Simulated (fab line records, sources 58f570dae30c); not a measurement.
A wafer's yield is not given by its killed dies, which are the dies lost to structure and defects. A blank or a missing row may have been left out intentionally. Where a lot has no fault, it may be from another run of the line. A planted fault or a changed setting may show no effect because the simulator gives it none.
Struck lot and sound lot, side by side    flow berkeley_cmos170    17 steps out of a route of 331
Sound: wafers L996.4, L996.5, L996.6. Wafers struck: L107.1, L107.2, L107.3. Last of all comes the cause.
At each step with rows: each side's tool, then ch and its chambers, then its first start. Under that, the readings that differ: sound wafers    struck wafers    difference of the means    sigmas: that difference in standard deviations of wafers without a fault.
alike: readings with means less than 2 such deviations apart, plus words and numbers identical on both sides. not compared: withheld readings, readings lacking a value on some wafer, bounds such as >300 that could conceal the same value, and numbers that have no deviation in the record and whose values overlap.
A row with sigmas, a row that says differs or no value, or rows on one side alone: a step with any of these is where the two part. Numbers that don't overlap but have no deviation are shown without sigmas and don't part them. A reading missing from all wafers of one side parts the sides only when that side holds two or more wafers.

UCB170_SACOX_THK_MEAS_02:
  sound: film_metro-02 at day 5 13:48; struck: film_metro-04 at day 7 15:28
  alike: SACOX_OXIDE_THK
then, 2 steps without rows for these wafers: UCB170_SCREENOX_WET_ETCH_00 (etches SiO2 in dHF, time 200 s); UCB170_SCREENOX_OXIDATION_01 (target thk 14.4 nm, ox time 2400 s).
UCB170_SCREENOX_THK_MEAS_02:
  sound: film_metro-04 at day 5 18:28; struck: film_metro-03 at day 7 21:30
  alike: SCREENOX_OXIDE_THK
then, 3 steps without rows for these wafers: UCB170_SCREENOX_ANNEAL_03 (time 900 s); UCB170_NVT_HMDS_00 (prime time 60 s); UCB170_NVT_COAT_01 (resist thk 900 nm).
UCB170_NVT_SOFTBAKE_02: time 62.46 s.
  sound on litho_track-01 ch 0, day 6 00:05; struck on litho_track-04 ch 0, day 8 03:46
  alike: plate_sensor_t_centre_C, plate_sensor_t_edge_C
then, 3 steps without rows for these wafers: UCB170_NVT_EXPOSE_03 (exposes mask PWELL, target cd 3000 nm); UCB170_NVT_PEB_04; UCB170_NVT_DEVELOP_05 (develop time 45 s).
UCB170_NVT_OVL_MEAS_06:
  sound: overlay-02 at day 6 00:36; struck: overlay-01 at day 8 04:26
  alike: NVT_OVL
UCB170_NVT_IMPLANT_07:
  sound on implanter-04 ch 0, day 6 00:41; struck on implanter-02 ch 0, day 8 04:28
reading             sound                      struck                         difference  sigmas
dose_ions_cm2       2.999e+12 3e+12 3.001e+12  2.348e+12 2.341e+12 2.342e+12  -6.563e+11  -99 or more
faraday_current_uA  9.68 9.61 9.43             7.43 7.47 7.57                 -2.08       -12
UCB170_NVT_STRIP_08: strips in O2.
  sound on plasma_asher-03 ch 0,1, day 6 00:48; struck on plasma_asher-01 ch 0,1, day 8 04:37
  alike: drypump_motor_current_A, oes_product_au, strip_time_to_endpoint_s
  not compared: rf_hours_counter_h
UCB170_NVT_TW_MEAS_09:
  sound: film_metro-03 at day 6 00:53; struck: film_metro-02 at day 8 04:43
reading  sound        struck       difference  sigmas
NVT_TW   515 513 513  486 490 490  -25         -4
then, 1 step without rows for these wafers: UCB170_NVT_CLEAN_10 (cleans in SPM, time 600 s).
-- the record jumps here: 3 days lie between the struck wafers' starts before and after (it left off in module NVT and takes up again in module M3, whose first step shown is number 331 of the route) --
UCB170_M3_PROBE_99:
  sound: prober-01 at day 8 07:19; struck: prober-01 at day 10 20:56
reading                               sound                 struck               difference  sigmas
model.etest.nmos_0p6.r_on_ohm_um      2270 2245 2254        2173 2152 2154       -97         
model.etest.nmos_0p35.r_on_ohm_um     1449 1431 1468        1388 1382 1372       -69         
model.etest.nmos_turned.drive_ua_um   595.6 581.6 581.4     613.7 627.3 625.7    +36.0       
model.etest.nmos_0p35.drive_ua_um     588.6 578.4 573.1     608.4 614.9 621.2    +34.8       
model.etest.nmos_0p6.drive_ua_um      433.9 427.7 423.9     456.5 460.5 463.2    +31.6       
model.etest.nmos_narrow.drive_ua_um   383.2 366.8 366.2     386.6 399.9 398.1    +22.8       
model.etest.nmos_0p35.swing_mv_dec    76.59 76.58 77.02     73.99 74.41 74.08    -2.57       
model.etest.nmos_0p35.off_log10_a_um  -10.76 -11.06 -10.96  -9.801 -9.737 -9.64  +1.201      

## WHERE THEY PART
At UCB170_NVT_IMPLANT_07 first; at UCB170_NVT_TW_MEAS_09 last (within this record only).

WHY: what the simulator had put in
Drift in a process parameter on implanter-02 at UCB170_NVT_IMPLANT_07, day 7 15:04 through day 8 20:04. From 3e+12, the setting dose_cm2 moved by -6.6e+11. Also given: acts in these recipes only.
